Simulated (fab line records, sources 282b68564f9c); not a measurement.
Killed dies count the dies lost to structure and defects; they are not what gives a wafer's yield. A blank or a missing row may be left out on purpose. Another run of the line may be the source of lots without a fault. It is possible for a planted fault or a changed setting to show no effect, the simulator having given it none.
A struck lot beside a sound one	flow rit cmos	34 steps out of a route of 202
Sound: the wafers L926.3, L926.4, L926.6. Wafers struck: L931.1, L931.2, L931.5. The cause comes at the end.
Each step with rows lists, per side, the tool, then ch with its chambers, then its first start. Under that, the readings that differ: sound wafers	struck wafers	difference of the means	sigmas: that difference in standard deviations of wafers without a fault.
alike: readings whose means differ by less than 2 such deviations, and words and numbers that are the same on both sides. not compared: withheld readings, readings that some wafer has no value for, bounds like >300 that may hide the same value, and numbers for which the record gives no deviation and whose values overlap.
Wherever a step has rows on one side only, a row that says differs or no value, or a row with sigmas, the two part there. When numbers do not overlap yet have no deviation, they are printed without sigmas and do not part them. A reading missing from all wafers of one side parts the sides only when that side holds two or more wafers.

first, 2 steps without rows for these wafers: RIT_SPACER_CLEAN_02 (cleans in SC2, time 600 s); RIT_SPACER_CVD_03 (deposits Si3N4 from SiH2Cl2/NH3, target thk 250 nm, time 3300 s).
RIT_SPACER_THK_MEAS_04:
  sound: film metro-02 at day 5 08:08; struck: film metro-02 at day 6 13:23
  alike: SPACER_NITRIDE_THK
RIT_SPACER_ETCHBACK_05: etches Si3N4 in SF6/CHF3, stops on SiO2, target depth 250 nm, time 240 s.
  sound on rie diel-04 ch 0,1,3, day 5 08:10; struck on rie diel-04 ch 0,1,3, day 6 13:26
  alike: drypump motor current A, oes product au, throttle valve pct
  not compared: rf hours counter h
then, 6 steps without rows for these wafers: RIT_NSD_HMDS_00 (prime time 60 s); RIT_NSD_COAT_01 (resist thk 1000 nm); RIT_NSD_SOFTBAKE_02 (time 60 s); RIT_NSD_EXPOSE_03 (exposes mask M9, target cd 40700 nm); RIT_NSD_PEB_04; RIT_NSD_DEVELOP_05 (develop time 50 s).
RIT_NSD_OVL_MEAS_06:
  sound: overlay-01 at day 5 09:11; struck: overlay-01 at day 6 14:26
  alike: NSD_OVL
then, 1 step without rows for these wafers: RIT_NSD_HARDBAKE_07 (time 60 s).
RIT_NSD_IMPLANT_08:
  sound on implanter-01 ch 0, day 5 09:24; struck on implanter-01 ch 0, day 6 14:38
reading	sound	struck	difference	sigmas
dose ions cm2	1.0008e+15 1.0013e+15 1.0003e+15	4.019e+14 4.007e+14 4.007e+14	-5.997e+14	-99 or more
end station pressure torr (Torr)	7e-06 7.6e-06 7.5e-06	6.2e-06 6e-06 6e-06	-1.3e-06	-3
faraday current uA	3109 3227 3144	1246 1224 1270	-1913	-29
  alike: tilt deg
RIT_NSD_STRIP_09: strips in O2, time 180 s.
  sound on plasma asher-04 ch 0,1, day 5 09:34; struck on plasma asher-02 ch 0,1, day 6 14:47
  alike: drypump motor current A
  not compared: rf hours counter h
RIT_NSD_TW_MEAS_10:
  sound: film metro-03 at day 5 09:42; struck: film metro-03 at day 6 14:57
reading	sound	struck	difference	sigmas
NSD_TW	3150 3147 3139	2509 2509 2504	-638	-27
then, 6 steps without rows for these wafers: RIT_PSD_HMDS_00 (prime time 60 s); RIT_PSD_COAT_01 (resist thk 1000 nm); RIT_PSD_SOFTBAKE_02 (time 60 s); RIT_PSD_EXPOSE_03 (exposes mask M10, target cd 40900 nm); RIT_PSD_PEB_04; RIT_PSD_DEVELOP_05 (develop time 50 s).
RIT_PSD_OVL_MEAS_06:
  sound: overlay-02 at day 5 10:36; struck: overlay-02 at day 6 15:52
  alike: PSD_OVL
then, 2 steps without rows for these wafers: RIT_PSD_HARDBAKE_07 (time 60 s); RIT_PSD_IMPLANT_08.
RIT_PSD_STRIP_09: strips in O2, time 180 s.
  sound on plasma asher-03 ch 0,1, day 5 11:09; struck on plasma asher-04 ch 0,1, day 6 16:12
  alike: drypump motor current A
  not compared: rf hours counter h
RIT_PSD_TW_MEAS_10:
  sound: film metro-02 at day 5 11:17; struck: film metro-03 at day 6 16:22
  alike: PSD_TW
then, 3 steps without rows for these wafers: RIT_SDANNEAL_CLEAN_00 (cleans in SC1, time 600 s); RIT_SDANNEAL_CLEAN_01 (cleans in dHF, time 30 s); RIT_SDANNEAL_CLEAN_02 (cleans in SC2, time 600 s).
RIT_SDANNEAL_RTA_03: time 5 s.
  sound on rtp anneal-01 ch 0, day 5 11:44; struck on rtp anneal-02 ch 0, day 6 16:49
  alike: chamber o2 ppm, wafer_temp_C_max
RIT_SDANNEAL_RS_MEAS_04: measurement is done with a four-point probe.
  sound: film metro-03 at day 5 11:51; struck: film metro-03 at day 6 16:52
  alike: PSD_RS
RIT_SDANNEAL_RS_MEAS_05: measurement is done with a four-point probe.
  sound: film metro-03 at day 5 11:58; struck: film metro-03 at day 6 16:59
reading	sound	struck	difference	sigmas
NSD_RS (ohm/sq)	84.67 84.78 84.78	175.75 175.93 175.77	+91.07	+99 or more
RIT_SDANNEAL_RS_MEAS_06: measurement is done with a four-point probe.
  sound: film metro-03 at day 5 12:05; struck: film metro-03 at day 6 17:07
  alike: PLDD_RS
RIT_M1_PROBE_99:
  sound: prober-02 at day 5 19:17; struck: prober-01 at day 7 00:36
  alike: killed at front end, killed dies, killed open, killed short

WHERE THEY PART
Last at RIT_SDANNEAL_RS_MEAS_05 as far as this record goes, first at RIT_NSD_IMPLANT_08. Later steps at which nothing parts them and some readings are alike: RIT_SDANNEAL_RS_MEAS_06, RIT_M1_PROBE_99.

WHY: what the simulator had put in
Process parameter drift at RIT_NSD_IMPLANT_08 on implanter-01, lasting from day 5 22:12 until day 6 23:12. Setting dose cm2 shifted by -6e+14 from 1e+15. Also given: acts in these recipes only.
